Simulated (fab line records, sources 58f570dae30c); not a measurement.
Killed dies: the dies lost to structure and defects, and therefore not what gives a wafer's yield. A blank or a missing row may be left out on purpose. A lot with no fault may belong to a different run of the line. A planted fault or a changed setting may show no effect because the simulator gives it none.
A struck lot beside a sound one | flow berkeleyCmos170 | 25 out of 331 route steps
Sound: wafers L472.2, L472.4, L472.5. The struck wafers were L481.1, L481.4, L481.5. Last of all comes the cause.
Each step with rows lists, per side, the tool, then ch with its chambers, then its first start. Under that, the readings that differ: sound wafers | struck wafers | difference of the means | sigmas: that difference in standard deviations of wafers without a fault.
alike: readings with means less than 2 such deviations apart, plus words and numbers identical on both sides. not compared: withheld readings, readings lacking a value on some wafer, bounds such as >300 that could conceal the same value, and numbers that have no deviation in the record and whose values overlap.
A row with sigmas, a row that says differs or no value, or rows on one side alone: a step with any of these is where the two part. Numbers that don't overlap but have no deviation are shown without sigmas and don't part them. Lack of a reading on every wafer of one side parts them only where that side has two or more wafers.

first, 1 step without rows for these wafers: UCB170_PSD_IMPLANT_08.
UCB170_PSD_STRIP_09: strips in O2.
  sound on plasmaAsher-02 ch 0,1, day 8 16:59; struck on plasmaAsher-04 ch 0,1, day 10 21:29
  alike: drypumpMotorCurrentA, o2FlowSccm, oesProductAu, stripTimeToEndpointS
  not compared: rfHoursCounterH
UCB170_PSD_TW_MEAS_10:
  struck on filmMetro-01, day 10 21:35; sound on filmMetro-01, day 8 17:06
  alike: PSD_TW
then, 7 steps without rows for these wafers: UCB170_PSD_CLEAN_11 (cleans in SPM, time 600 s); UCB170_NSD_HMDS_00 (prime time 60 s); UCB170_NSD_COAT_01 (resist thk 900 nm); UCB170_NSD_SOFTBAKE_02 (time 60 s); UCB170_NSD_EXPOSE_03 (exposes mask NSELECT MOD, target cd 1200 nm); UCB170_NSD_PEB_04; UCB170_NSD_DEVELOP_05 (develop time 45 s).
UCB170_NSD_CD_MEAS_06: target cd 1200 nm.
  struck on cdSem-02, day 10 23:03; sound on cdSem-02, day 8 18:40
reading   | sound                | struck               | difference | sigmas
cdNm (nm) | 1202.7 1203.7 1203.2 | 1200.6 1198.5 1198.4 | -4.0       | -3
UCB170_NSD_OVL_MEAS_07:
  struck on overlay-02, day 10 23:10; sound on overlay-02, day 8 18:46
  alike: NSD_OVL
UCB170_NSD_IMPLANT_08:
  struck on implanter-04, day 10 23:12; sound on implanter-02 ch 0, day 8 18:49
  no value came back on the struck wafers for beamEnergyKeV, beamOnS (s); on the sound wafers beamEnergyKeV reads 40.003 39.993 39.981
UCB170_NSD_STRIP_09: strips in O2.
  sound on plasmaAsher-04 ch 0,1, day 8 18:56; struck on plasmaAsher-01 ch 0,1, day 10 23:21
reading                  | sound             | struck            | difference | sigmas
oesProductAu (a.u.)      | 0.536 0.537 0.537 | 0.732 0.730 0.738 | +0.197     | +39
stripTimeToEndpointS (s) | 35.66 35.59 35.61 | 21.69 21.69 21.72 | -13.92     | -99 or more
  alike: drypumpMotorCurrentA, o2FlowSccm
  not compared: rfHoursCounterH
UCB170_NSD_TW_MEAS_10:
  struck on filmMetro-04, day 10 23:27; sound on filmMetro-01, day 8 19:03
reading | sound          | struck   | difference | sigmas
NSD_TW  | 4175 4182 4188 | 30 30 30 | -4152      | -99 or more
then, 4 steps without rows for these wafers: UCB170_NSD_CLEAN_11 (cleans in SPM, time 600 s); UCB170_BACKSIDE_HMDS_00 (prime time 60 s); UCB170_BACKSIDE_COAT_01 (resist thk 900 nm); UCB170_BACKSIDE_SOFTBAKE_02 (time 60 s).
UCB170_BACKSIDE_STRIP_03: strips in O2.
  sound on plasmaAsher-02 ch 0,1, day 8 19:53; struck on plasmaAsher-03 ch 0,1, day 11 00:23
  alike: drypumpMotorCurrentA, o2FlowSccm, oesProductAu, stripTimeToEndpointS
  not compared: rfHoursCounterH
then, 1 step without rows for these wafers: UCB170_BACKSIDE_CLEAN_04 (cleans in SPM, time 600 s).
UCB170_SDANNEAL_RTA_00: time 10 s.
  sound on rtpAnneal-02 ch 0, day 8 20:10; struck on rtpAnneal-01 ch 0, day 11 00:40
reading          | sound             | struck            | difference | sigmas
lampPowerPct (%) | 25.83 25.85 25.88 | 25.93 25.95 25.94 | +0.09      | +2
  alike: wafer_temp_C_max
UCB170_SDANNEAL_RTA_01: time 5 s.
  sound on rtpAnneal-02 ch 0, day 8 20:14; struck on rtpAnneal-01 ch 0, day 11 00:44
reading          | sound                | struck               | difference | sigmas
wafer_temp_C_max | 1055.6 1057.0 1055.4 | 1052.7 1053.3 1052.8 | -3.1       | -3
  alike: lampPowerPct
UCB170_SDANNEAL_RS_MEAS_02: the measuring method here is four-point-probe.
  struck on filmMetro-04, day 11 00:47; sound on filmMetro-01, day 8 20:19
  alike: PSD_RS
UCB170_SDANNEAL_RS_MEAS_03: the measuring method here is four-point-probe.
  struck on filmMetro-04, day 11 00:55; sound on filmMetro-01, day 8 20:26
reading         | sound             | struck               | difference | sigmas
NSD_RS (ohm/sq) | 37.45 37.48 37.40 | 132.67 133.00 132.84 | +95.39     | +99 or more

== WHERE THEY PART ==
At UCB170_NSD_CD_MEAS_06 first; at UCB170_SDANNEAL_RS_MEAS_03 last (within this record only).

WHY: what the simulator had put in
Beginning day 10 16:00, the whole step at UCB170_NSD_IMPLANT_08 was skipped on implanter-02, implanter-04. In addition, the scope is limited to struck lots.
